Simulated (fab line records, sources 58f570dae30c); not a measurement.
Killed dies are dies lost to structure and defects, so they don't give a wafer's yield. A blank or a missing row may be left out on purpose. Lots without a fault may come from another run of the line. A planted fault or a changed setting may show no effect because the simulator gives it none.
Chamber matching | flow berkeley_cmos170 | UCB170_GATE_ETCH_14 on rie_diel-02: 4 sister chambers
The step etches BARC in N2/H2. 8 wafers are shown with their chamber, then 7 later ones without.

WAFERS WITH THEIR CHAMBER
wafer  | chamber | throttle_valve_pct (%) | oes_product_au (a.u.)
L079.1 | 0       | 13.31                  | 0.978
L086.3 | 3       | 13.40                  | 0.982
L086.6 | 2       | 13.44                  | 0.965
L088.4 | 2       | 13.44                  | 0.958
L088.5 | 1       | 13.51                  | 1.014
L088.6 | 0       | 13.30                  | 0.978
L092.2 | 1       | 13.53                  | 1.007
L092.3 | 3       | 13.39                  | 0.971

WAFERS WITHOUT THEIR CHAMBER
wafer  | throttle_valve_pct (%) | oes_product_au (a.u.)
L092.4 | 13.45                  | 0.970
L096.2 | 13.43                  | 0.958
L096.3 | 13.32                  | 0.985
L096.6 | 13.40                  | 0.982
L097.1 | 13.52                  | 1.011
L097.2 | 13.31                  | 0.975
L097.4 | 13.44                  | 0.948

WHICH CHAMBER EACH WENT THROUGH
wafer  | from the rows above | in truth
L092.4 | 2                   | 2
L096.2 | 2                   | 2
L096.3 | 0                   | 0
L096.6 | 3                   | 3
L097.1 | 1                   | 1
L097.2 | 0                   | 0
L097.4 | 2                   | 2
Placed correctly: 7 of 7. Can't be placed from these rows: 0. Placed wrongly: 0.
How it was worked out, from the rows above alone: a wafer's distance from a chamber is the root of the sum, over the readings, of the square of ((its reading less the chamber's mean) divided by the reading's scatter). The wafer belongs to the nearest chamber; if the next one is less than 2 further off, it can't be placed. A chamber's mean is the mean of its shown wafers. The scatter: the root of (the sum of the squares of (reading less its chamber's mean) over the shown wafers, divided by (wafers less chambers)).
